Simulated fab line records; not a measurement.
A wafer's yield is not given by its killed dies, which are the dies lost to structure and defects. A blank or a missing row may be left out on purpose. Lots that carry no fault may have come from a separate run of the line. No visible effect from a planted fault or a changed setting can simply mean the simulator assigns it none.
A struck lot beside a sound one -- flow rit_cmos -- 22 steps out of a route of 202
Sound: wafers L451.1, L451.5, L451.6. Wafers L466.2, L466.3, L466.4 were the ones struck. Last of all comes the cause.
At each step with rows: each side's tool, then ch and its chambers, then its first start. Under that, the readings that differ: sound wafers -- struck wafers -- difference of the means -- sigmas: that difference in standard deviations of wafers without a fault.
alike: a reading whose means differ by less than 2 such deviations, as well as words and numbers matching on both sides. not compared: withheld readings; readings where some wafer has no value; bounds like >300 that might hide an equal value; numbers whose values overlap and for which the record gives no deviation.
The two part at a step that has a row with sigmas, a row that says differs or no value, or rows on one side only. Numbers that don't overlap but have no deviation are shown without sigmas and don't part them. A reading that every wafer of one side lacks parts them only if that side has two wafers or more.

first, 2 steps without rows for these wafers: RIT_NSD_HARDBAKE_07 (time 60 s); RIT_NSD_IMPLANT_08.
RIT_NSD_STRIP_09: strips in O2, time 180 s.
  sound on plasma_asher-03 ch 0,1, day 3 06:01; struck on plasma_asher-02 ch 0,1, day 6 09:40
  alike: drypump_motor_current_A
  not compared: rf_hours_counter_h
RIT_NSD_TW_MEAS_10:
  sound on film_metro-04, day 3 06:12; struck on film_metro-04, day 6 09:51
  alike: NSD_TW
then, 6 steps without rows for these wafers: RIT_PSD_HMDS_00 (prime time 60 s); RIT_PSD_COAT_01 (resist thk 1000 nm); RIT_PSD_SOFTBAKE_02 (time 60 s); RIT_PSD_EXPOSE_03 (exposes mask M10, target cd 40900 nm); RIT_PSD_PEB_04; RIT_PSD_DEVELOP_05 (develop time 50 s).
RIT_PSD_OVL_MEAS_06:
  sound on overlay-01, day 3 07:07; struck on overlay-01, day 6 10:53
  alike: PSD_OVL
then, 1 step without rows for these wafers: RIT_PSD_HARDBAKE_07 (time 60 s).
RIT_PSD_IMPLANT_08:
  sound on implanter-04 ch 0, day 3 07:17; struck on implanter-04 ch 0, day 6 11:05
reading,sound,struck,difference,sigmas
dose_ions_cm2,5.001e+15 4.996e+15 5.003e+15,1.798e+15 1.8e+15 1.792e+15,-3.203e+15,-99 or more
end_station_pressure_torr (Torr),1.8e-05 1.79e-05 1.85e-05,9.5e-06 1.01e-05 9.4e-06,-8.5e-06,-5
faraday_current_uA,15084 15226 15056,5567 5584 5497,-9573,-6
  alike: beam_on_s, tilt_deg
RIT_PSD_STRIP_09: strips in O2, time 180 s.
  sound on plasma_asher-02 ch 0,1, day 3 07:26; struck on plasma_asher-02 ch 0,1, day 6 11:13
  alike: drypump_motor_current_A
  not compared: rf_hours_counter_h
RIT_PSD_TW_MEAS_10:
  sound on film_metro-01, day 3 07:37; struck on film_metro-01, day 6 11:24
reading,sound,struck,difference,sigmas
PSD_TW,3392 3394 3402,2976 2980 2988,-415,-18
then, 3 steps without rows for these wafers: RIT_SDANNEAL_CLEAN_00 (cleans in SC1, time 600 s); RIT_SDANNEAL_CLEAN_01 (cleans in dHF, time 30 s); RIT_SDANNEAL_CLEAN_02 (cleans in SC2, time 600 s).
RIT_SDANNEAL_RTA_03: time 5 s.
  sound on rtp_anneal-01 ch 0, day 3 08:04; struck on rtp_anneal-02 ch 0, day 6 11:50
  alike: wafer_temp_C_max
RIT_SDANNEAL_RS_MEAS_04: the measuring method here is four-point-probe.
  sound on film_metro-02, day 3 08:07; struck on film_metro-02, day 6 11:54
reading,sound,struck,difference,sigmas
PSD_RS (ohm/sq),115.81 115.85 116.12,131.32 131.50 131.08,+15.37,+59
RIT_SDANNEAL_RS_MEAS_05: the measuring method here is four-point-probe.
  sound on film_metro-02, day 3 08:14; struck on film_metro-02, day 6 12:01
reading,sound,struck,difference,sigmas
NSD_RS (ohm/sq),84.00 84.29 84.05,83.29 83.73 83.66,-0.55,-2
RIT_M1_PROBE_99:
  sound on prober-02, day 3 15:33; struck on prober-01, day 6 19:12
reading,sound,struck,difference,sigmas
model.etest.pmos_0p3.r_on_ohm_um,6496 6620 6393,6675 6645 6668,+160,
model.etest.contact_pplus.end_ohm_um,42.61 42.57 43.15,73.03 75.38 72.31,+30.80,
model.etest.pmos_0p3.drive_ua_um,95.91 94.69 98.57,93.14 93.58 93.93,-2.84,
model.etest.pmos_narrow.drive_ua_um,97.01 96.47 100.8,92.49 91.96 93.83,-5.33,
model.etest.ppoly_line.line_ohm_um,166.3 163.9 168.1,171 169.7 169.5,+4,
model.etest.ppoly_line.rs_ohm_sq,16.77 16.69 16.81,17.45 17.01 17.19,+0.46,
model.etest.vpnp.gain,1.051 1.052 1.058,0.8177 0.8238 0.8172,-0.2341,
  alike: killed_at_contacts, killed_at_front_end, killed_dies, killed_open, killed_short
  not compared: model.etest.pmos_0p15.r_on_ohm_um

WHERE THEY PART
Earliest at RIT_PSD_IMPLANT_08; latest, in this record, at RIT_SDANNEAL_RS_MEAS_05. Later steps at which nothing parts them and some readings are alike: RIT_M1_PROBE_99.

WHY: what the simulator had put in
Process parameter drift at RIT_PSD_IMPLANT_08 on implanter-04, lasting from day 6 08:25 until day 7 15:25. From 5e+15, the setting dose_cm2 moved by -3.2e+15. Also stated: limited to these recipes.
